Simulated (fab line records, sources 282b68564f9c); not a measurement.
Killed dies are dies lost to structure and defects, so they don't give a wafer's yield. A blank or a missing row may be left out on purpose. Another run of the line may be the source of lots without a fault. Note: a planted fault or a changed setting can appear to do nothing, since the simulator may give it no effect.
Comparing a struck lot with a sound one + flow rit_cmos + 44 steps out of a route of 202
Sound: the wafers L672.1, L672.3, L672.6. Wafers L686.3, L686.4, L686.6 were the ones struck. The cause is given at the end.
At each step with rows: each side's tool, then ch and its chambers, then its first start. Under that, the readings that differ: sound wafers + struck wafers + difference of the means + sigmas: that difference in standard deviations of wafers without a fault.
alike: words and numbers the same on both sides, and readings whose means are apart by under 2 such deviations; not compared: readings that were withheld, readings missing a value for some wafer, numbers with overlapping values and no deviation given by the record, and bounds like >300 which may hide the same value.
A row with sigmas, a row that says differs or no value, or rows on one side alone: a step with any of these is where the two part. Non-overlapping numbers with no deviation appear without sigmas and do not part them. Lack of a reading on every wafer of one side parts them only where that side has two or more wafers.

first, 1 step without rows for these wafers: RIT_PRETRO_IMPLANT_08.
RIT_PRETRO_STRIP_09: strips in O2, time 180 s.
  sound on plasma_asher-01 ch 0,1, day 2 07:22; struck on plasma_asher-04 ch 0,1, day 5 05:06
  alike: drypump_motor_current_A, rf_refl_power_W
  not compared: rf_hours_counter_h
RIT_PRETRO_TW_MEAS_10:
  sound on film_metro-04, day 2 07:32; struck on film_metro-03, day 5 05:14
  alike: PRETRO_TW
then, 5 steps without rows for these wafers: RIT_GATE_WET_ETCH_00 (etches SiO2 in BOE, target depth 56 nm, time 60 s); RIT_GATE_CLEAN_01 (cleans in SC1, time 600 s); RIT_GATE_CLEAN_02 (cleans in dHF, time 30 s); RIT_GATE_CLEAN_03 (cleans in SC2, time 600 s); RIT_GATE_CLEAN_04 (cleans in dHF, time 60 s).
RIT_FOX2_THK_MEAS_91:
  sound on film_metro-02, day 2 08:01; struck on film_metro-01, day 5 05:46
  alike: FIELD_OXIDE_LEFT_2_THK
then, 2 steps without rows for these wafers: RIT_GATE_OXIDATION_05 (target thk 3 nm, ox time 270 s); RIT_GATE_ANNEAL_06 (time 600 s).
RIT_GATE_THK_MEAS_07:
  sound on film_metro-01, day 2 09:25; struck on film_metro-04, day 5 09:12
  alike: GATE_OXIDE_THK
RIT_GATE_CVD_08: deposits poly-Si from SiH4, target thk 250 nm, time 2220 s.
  sound on lpcvd-01 ch 1, day 2 09:28; struck on lpcvd-01 ch 0, day 5 09:14
| reading                                  | sound                | struck               | difference | sigmas |
|------------------------------------------|----------------------|----------------------|------------|--------|
| spike_tc_centre_C (C)                    | 610.6 610.4 609.6    | 602.1 602.6 602.6    | -7.8       | -6     |
| spike_tc_load_C (C)                      | 631.3 630.9 633.7    | 620.1 620.9 619.8    | -11.7      | -7     |
| spike_tc_source_C (C)                    | 626.8 626.0 625.9    | 619.5 620.0 621.3    | -6.0       | -2     |
| susceptor_temp_C (C)                     | 609.74 609.75 609.69 | 600.59 600.42 600.12 | -9.35      | -32    |
| zone_power_load_pct (%)                  | 13.5 13.5 13.6       | 12.4 12.6 12.6       | -1.0       | -3     |
| model.poly-Si_of_GATE_CVD_08.thk_nm (nm) | 248 248.6 247.3      | 200.6 199.8 199      | -48.2      |        |
RIT_GATE_THK_MEAS_09:
  sound on film_metro-02, day 2 11:05; struck on film_metro-04, day 5 10:53
| reading            | sound             | struck            | difference | sigmas |
|--------------------|-------------------|-------------------|------------|--------|
| GATE_POLY_THK (nm) | 248.2 248.7 246.8 | 200.5 199.9 199.0 | -48.1      | -17    |
then, 6 steps without rows for these wafers: RIT_GATE_HMDS_10 (prime time 60 s); RIT_GATE_COAT_11 (resist thk 850 nm); RIT_GATE_SOFTBAKE_12 (time 60 s); RIT_GATE_EXPOSE_13 (exposes mask M6, target cd 150 nm); RIT_GATE_PEB_14; RIT_GATE_DEVELOP_15 (develop time 48.17 s).
RIT_GATE_CD_MEAS_16 targets a cd of 150 nm.
  sound on cd_sem-02, day 2 12:07; struck on cd_sem-01, day 5 11:49
  alike: cd_nm
RIT_GATE_OVL_MEAS_17:
  sound on overlay-02, day 2 12:14; struck on overlay-01, day 5 11:55
  alike: GATE_OVL
then, 1 step without rows for these wafers: RIT_GATE_HARDBAKE_18 (time 60 s).
RIT_GATE_ETCH_19: etches poly-Si in SF6/CHF3/O2, stops on SiO2, time 165 s, target depth 312.5 nm.
  sound on rie_si-01 ch 0,2, day 2 12:26; struck on rie_si-02 ch 2,3, day 5 12:05
| reading                          | sound             | struck            | difference | sigmas |
|----------------------------------|-------------------|-------------------|------------|--------|
| oes_product_au (a.u.)            | 0.864 0.857 0.866 | 0.721 0.745 0.715 | -0.135     | -10    |
| model.etch.depth_nm (nm)         | 248 248.6 247.3   | 200.6 199.8 199   | -48.2      |        |
| model.GATE.feature_depth_nm (nm) | 248 248.6 247.3   | 200.6 199.8 199   | -48.2      |        |
  alike: drypump_motor_current_A, throttle_valve_pct
  not compared: rf_hours_counter_h
RIT_GATE_STRIP_20: strips in O2, time 180 s.
  sound on plasma_asher-02 ch 0,1, day 2 12:32; struck on plasma_asher-02 ch 0,1, day 5 12:15
  alike: drypump_motor_current_A, rf_refl_power_W
  not compared: rf_hours_counter_h
RIT_GATE_CD_MEAS_90 targets a cd of 150 nm.
  sound on cd_sem-02, day 2 12:43; struck on cd_sem-02, day 5 12:25
  alike: cd_nm
then, 4 steps without rows for these wafers: RIT_REOX_CLEAN_00 (cleans in SC1, time 577 s); RIT_REOX_CLEAN_01 (cleans in dHF, time 30 s); RIT_REOX_CLEAN_02 (cleans in SC2, time 600 s); RIT_REOX_OXIDATION_03 (target thk 25.2 nm, ox time 5580 s).
RIT_REOX_THK_MEAS_04:
  sound on film_metro-03, day 2 15:45; struck on film_metro-02, day 5 15:25
  alike: REOX_OXIDE_THK
then, 6 steps without rows for these wafers: RIT_NLDD_HMDS_00 (prime time 60 s); RIT_NLDD_COAT_01 (resist thk 1000 nm); RIT_NLDD_SOFTBAKE_02 (time 60 s); RIT_NLDD_EXPOSE_03 (exposes mask M7, target cd 40700 nm); RIT_NLDD_PEB_04; RIT_NLDD_DEVELOP_05 (develop time 50 s).
RIT_NLDD_OVL_MEAS_06:
  sound on overlay-01, day 2 16:54; struck on overlay-02, day 5 16:32
  alike: NLDD_OVL
then, 2 steps without rows for these wafers: RIT_NLDD_HARDBAKE_07 (time 60 s); RIT_NLDD_IMPLANT_08.
RIT_NLDD_STRIP_09: strips in O2, time 180 s.
  sound on plasma_asher-04 ch 0,1, day 2 17:14; struck on plasma_asher-04 ch 0,1, day 5 16:55
  alike: drypump_motor_current_A, rf_refl_power_W
  not compared: rf_hours_counter_h
RIT_NLDD_TW_MEAS_10:
  sound on film_metro-02, day 2 17:25; struck on film_metro-02, day 5 17:04
  alike: NLDD_TW
RIT_SDANNEAL_CLEAN_02: cleans in SC2, time 600 s.
  sound on wet_bench-01 ch 1, day 3 00:33; struck on wet_bench-03 ch 0, day 6 00:29
| reading                                  | sound             | struck            | difference | sigmas |
|------------------------------------------|-------------------|-------------------|------------|--------|
| model.poly-Si_of_GATE_CVD_08.thk_nm (nm) | 161.1 162.2 159.9 | 114.8 114.7 112.9 | -46.9      |        |
  alike: bath_guard_temp_C
RIT_M1_PROBE_99:
  sound on prober-02, day 3 08:21; struck on prober-02, day 6 08:57
| reading                             | sound             | struck            | difference | sigmas |
|-------------------------------------|-------------------|-------------------|------------|--------|
| model.etest.pmos_turned.r_on_ohm_um | 3408 3495 3506    | 3161 3104 3128    | -339       |        |
| model.etest.nmos_0p3.r_on_ohm_um    | 2202 2219 2211    | 2107 2104 2099    | -107       |        |
| model.etest.nmos_turned.drive_ua_um | 309.9 299.9 308.3 | 390.8 393 397.7   | +87.8      |        |
| model.etest.pmos_turned.drive_ua_um | 188 180.3 185.1   | 213.9 220.1 217.7 | +32.8      |        |
| model.etest.nmos_0p15.drive_ua_um   | 473 461.7 457.4   | 478.9 475.3 482.9 | +15.0      |        |
| model.etest.nmos_0p3.drive_ua_um    | 224.1 221.7 223.6 | 226.4 228.4 231.2 | +5.5       |        |
| model.etest.ppoly_line.rs_ohm_sq    | 16.32 16.09 16.17 | 16.57 16.47 16.52 | +0.33      |        |
  alike: killed_at_M0_to_M3, killed_at_contacts, killed_at_front_end, killed_dies, killed_open, killed_short
  not compared: model.etest.nmos_narrow.drive_ua_um

## WHERE THEY PART
First at RIT_GATE_CVD_08; last, within this record, at RIT_GATE_ETCH_19. Later steps at which nothing parts them and some readings are alike: RIT_GATE_STRIP_20, RIT_GATE_CD_MEAS_90, RIT_REOX_THK_MEAS_04, RIT_NLDD_OVL_MEAS_06, RIT_NLDD_STRIP_09, RIT_NLDD_TW_MEAS_10, RIT_SDANNEAL_CLEAN_02, RIT_M1_PROBE_99.

WHY: the cause the simulator had injected
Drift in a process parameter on lpcvd-01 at RIT_GATE_CVD_08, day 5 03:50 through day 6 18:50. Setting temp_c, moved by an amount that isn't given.
